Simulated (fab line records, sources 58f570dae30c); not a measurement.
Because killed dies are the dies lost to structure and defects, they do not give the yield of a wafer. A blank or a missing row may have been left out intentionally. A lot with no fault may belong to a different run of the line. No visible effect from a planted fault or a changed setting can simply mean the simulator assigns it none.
Matching of chambers -- flow berkeley_cmos170 -- UCB170_V1_CVD_00 on pecvd-03: 3 sister chambers
The step deposits SiO2 from TEOS/O2, target thk 2000 nm, time 250 s. 14 wafers are shown with their chamber, then 7 later ones without.

## EACH WAFER AND ITS CHAMBER
wafer,chamber,heater_power_w (W)
L327.2,2,180
L327.4,2,228
L327.5,0,162
L328.2,0,180
L328.4,1,281
L328.5,0,236
L330.1,1,326
L330.4,0,163
L330.6,2,155
L335.1,2,171
L335.2,0,178
L335.3,1,381
L334.1,1,290
L334.5,2,159

SIGNATURES (averages over the wafers above)
reading,chamber 0,chamber 1,chamber 2,scatter within a chamber
heater_power_w,183.80,319.50,178.60,34.8
Rule: distance of a wafer from a chamber = root of the sum over the readings of ((wafer's reading minus chamber's mean) / reading's scatter) squared. The wafer belongs to the nearest chamber; if the next one is less than 2 further off, it can't be placed. The scatter: the root of (the sum of the squares of (reading less its chamber's mean) over the shown wafers, divided by (wafers less chambers)).

## WAFERS MISSING THEIR CHAMBER
wafer,heater_power_w (W)
L334.6,373
L336.1,236
L336.3,210
L336.5,161
L349.2,157
L349.3,342
L349.5,208

## CHAMBER TAKEN BY EACH
wafer,from the rows above,in truth
L334.6,1,1
L336.1,can't be placed: 0 or 2 or 1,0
L336.3,can't be placed: 0 or 2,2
L336.5,can't be placed: 2 or 0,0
L349.2,can't be placed: 2 or 0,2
L349.3,1,1
L349.5,can't be placed: 0 or 2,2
Correctly placed: 2 of 7. These rows do not allow placing 5 (true chamber among the candidates in 5). Wrongly placed: 0.
